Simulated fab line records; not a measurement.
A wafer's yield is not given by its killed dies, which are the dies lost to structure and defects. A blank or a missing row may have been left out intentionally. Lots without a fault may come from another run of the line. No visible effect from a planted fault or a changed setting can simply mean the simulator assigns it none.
A single fault, viewed from 2 desks / flow rit_cmos / what lay behind the numbers comes last; until then each desk has only its own

== FOR THE TOOL OWNER'S DESK: furnace-03 ==
The tool's own readings at RIT_REOX_OXIDATION_03 (target thk 25.2 nm, ox time 5580 s): means of the sampled wafers that have a number, for each lot that ran on this tool. If a lot's mean is further than 4 standard deviations from the usual mean, the lot is out of limits and carries the mark OUT (the distance appears in the brackets).
Columns: A = spike_tc_source_C at RIT_REOX_OXIDATION_03, usual 924.4 C; B = tube_center_temp_C_max at RIT_REOX_OXIDATION_03, usual 902.4
lot=L101; first seen here=day 3 04:50; A=923.1; B=902.8
lot=L104; first seen here=day 3 18:58; A=923.8; B=902.3
lot=L107; first seen here=day 4 12:11; A=923.2; B=902.2
lot=L110; first seen here=day 5 03:26; A=922.5; B=902.2
This desk found nothing out of limits on any of the 4 lots.

== THE METROLOGY DESK ==
What the gauges read, lot by lot, whatever tool the lot ran on: means of the sampled wafers that have a number. If a lot's mean is further than 4 standard deviations from the usual mean, the lot is out of limits and carries the mark OUT (the distance appears in the brackets).
Columns: A = REOX_OXIDE_THK at RIT_REOX_THK_MEAS_04, usual 25.3 nm
lot=L998; first seen here=day 2 16:25; A=25.2
lot=L999; first seen here=day 2 21:42; A=24.6
lot=L100; first seen here=day 3 02:10; A=25.1
lot=L101; first seen here=day 3 07:23; A=25.3
lot=L102; first seen here=day 3 13:41; A=25.5
lot=L104; first seen here=day 3 21:32; A=25.7
lot=L106; first seen here=day 4 08:53; A=25.9
lot=L107; first seen here=day 4 14:46; A=32.4 (+20) OUT
lot=L110; first seen here=day 5 06:01; A=32.7 (+21) OUT
lot=L112; first seen here=day 5 14:34; A=24.9
lot=L114; first seen here=day 6 01:11; A=25.3
lot=L115; first seen here=day 6 06:00; A=25.5
lot=L116; first seen here=day 6 10:38; A=25.4
lot=L119; first seen here=day 7 02:00; A=25.7
This desk finds L107, L110 out of limits, with the earliest case on L107 at day 4 14:46 (REOX_OXIDE_THK at RIT_REOX_THK_MEAS_04). L998, L999, L100, L101, L102, L104, L106, L112, L114, L115, L116, L119 stayed within limits.

== BROUGHT TOGETHER ==
On L107, L110, the metrology desk was in a position to raise an alarm at day 4 14:46.
The desk of the tool owner found nothing out of limits.
On record at the tool owner's desk: L107, L110, within its limits.
The lots listed all ran RIT_REOX_OXIDATION_03 on furnace-03.

== WHAT HAD BEEN PUT IN BY THE SIMULATOR ==
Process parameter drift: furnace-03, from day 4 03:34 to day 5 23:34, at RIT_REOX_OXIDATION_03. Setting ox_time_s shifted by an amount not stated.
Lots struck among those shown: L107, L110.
Per desk, hours elapsed from the start of the fault to the first reading out of limits: for the metrology desk, 11.
